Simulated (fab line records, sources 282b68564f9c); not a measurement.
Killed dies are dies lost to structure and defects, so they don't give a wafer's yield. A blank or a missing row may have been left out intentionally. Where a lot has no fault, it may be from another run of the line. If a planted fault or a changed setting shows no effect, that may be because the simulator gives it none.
One fault seen from 2 desks :: flow rit cmos :: only its own numbers are on each desk; what lay behind them is given at the end

## METROLOGY DESK
Lot by lot, what the gauges showed, no matter which tool ran the lot: averages of those sampled wafers that carry a number. A lot is out of limits, marked OUT, if its mean lies more than 4 standard deviations from the usual mean; the brackets give that distance.
Columns: A = FOX2_OXIDE_THK at RIT_FOX2_THK_MEAS_01, usual 350 nm; B = FIELD_OXIDE_LEFT_1_THK at RIT_FOX2_THK_MEAS_90, usual 323 nm; C = PWELL_TW at RIT_PWELL_TW_MEAS_10, usual 952; D = FIELD_OXIDE_LEFT_2_THK at RIT_FOX2_THK_MEAS_91, usual 255 nm
lot: L439
first seen here: day 2 00:57
A: 342
B: 315
C: 950
D: 248

lot: L440
first seen here: day 2 04:40
A: 345
B: 318
C: 956
D: 251

lot: L441
first seen here: day 2 13:40
A: 350
B: 323
C: 949
D: 256

lot: L442
first seen here: day 2 23:04
A: 350
B: 323
C: 957
D: 254

lot: L443
first seen here: day 3 07:29
A: 348
B: 320
C: 955
D: 252

lot: L445
first seen here: day 3 07:29
A: 355
B: 328
C: 940
D: 260

lot: L444
first seen here: day 3 07:31
A: 350
B: 323
C: 968
D: 255

lot: L447
first seen here: day 3 18:58
A: 376 (+4.1) OUT
B: 349 (+4.0) OUT
C: 939
D: 280

lot: L446
first seen here: day 3 18:58
A: 389 (+6.0) OUT
B: 361 (+5.9) OUT
C: 969
D: 293 (+5.8) OUT

lot: L448
first seen here: day 3 23:22
A: 349
B: 321
C: 961
D: 253

lot: L449
first seen here: day 4 15:00
A: 363
B: 335
C: 952
D: 267

lot: L461
first seen here: day 6 13:51
A: 338
B: 310
C: 944
D: 242

lot: L462
first seen here: day 6 17:25
A: 347
B: 320
C: 962
D: 251
Finding of this desk: L446, L447 out of limits, first seen on L447 at day 3 18:58 (FOX2_OXIDE_THK at RIT_FOX2_THK_MEAS_01). L439, L440, L441, L442, L443, L445, L444, L448, L449, L461, L462 stayed within limits.

## DESK OF THE TOOL OWNER: furnace-01
The tool's own readings at RIT_FOX2_OXIDATION_00 (target thk 350.7 nm, ox time 1130 s): means of the sampled wafers that have a number, for each lot that ran on this tool. A lot is out of limits, marked OUT, if its mean lies more than 4 standard deviations from the usual mean; the brackets give that distance.
Columns: A = spike tc centre C at RIT_FOX2_OXIDATION_00, usual 1102.5 C; B = spike tc load C at RIT_FOX2_OXIDATION_00, usual 1127.3 C; C = spike tc source C at RIT_FOX2_OXIDATION_00, usual 1129.2 C; D = tube center temp C at RIT_FOX2_OXIDATION_00, usual 1100 C; E = tube_center_temp_C_max at RIT_FOX2_OXIDATION_00, usual 1102.8
lot: L439
first seen here: day 1 23:38
A: 1103.0
B: 1127.4
C: 1129.5
D: 1100
E: 1103.0

lot: L441
first seen here: day 2 12:19
A: 1102.0
B: 1126.8
C: 1130.1
D: 1100
E: 1102.8

lot: L442
first seen here: day 2 21:44
A: 1103.3
B: 1127.0
C: 1129.6
D: 1100
E: 1102.5

lot: L443
first seen here: day 3 06:10
A: 1102.2
B: 1127.2
C: 1129.3
D: 1100
E: 1102.7

lot: L444
first seen here: day 3 06:10
A: 1103.5
B: 1127.9
C: 1128.6
D: 1100
E: 1102.9

lot: L445
first seen here: day 3 06:10
A: 1101.7
B: 1127.1
C: 1129.9
D: 1100
E: 1102.4

lot: L446
first seen here: day 3 17:39
A: 1123.9 (+19) OUT
B: 1150.2 (+21) OUT
C: 1151.4 (+12) OUT
D: 1122 (+99 or more) OUT
E: 1125.0 (+48) OUT

lot: L447
first seen here: day 3 17:39
A: 1124.4 (+20) OUT
B: 1149.5 (+20) OUT
C: 1151.9 (+12) OUT
D: 1122 (+99 or more) OUT
E: 1124.9 (+48) OUT
This desk's verdict: out of limits on L446, L447, starting with L446 at day 3 17:39 (spike tc centre C at RIT_FOX2_OXIDATION_00). L439, L441, L442, L443, L444, L445 stayed within limits.

## PUT TOGETHER
On L446, L447, at day 3 17:39, an alarm was possible from the tool owner's desk.
An alarm was possible from the metrology desk at day 3 18:58, on L446, L447.
On furnace-01, each named lot ran RIT_FOX2_OXIDATION_00.

## WHAT THE SIMULATOR HAD PUT IN
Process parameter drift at RIT_FOX2_OXIDATION_00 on furnace-01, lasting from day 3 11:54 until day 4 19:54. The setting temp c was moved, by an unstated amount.
Shown lots that were struck: L446, L447.
Hours from the fault's start to each desk's first reading out of limits: the tool owner's desk, 6; the metrology desk, 7.
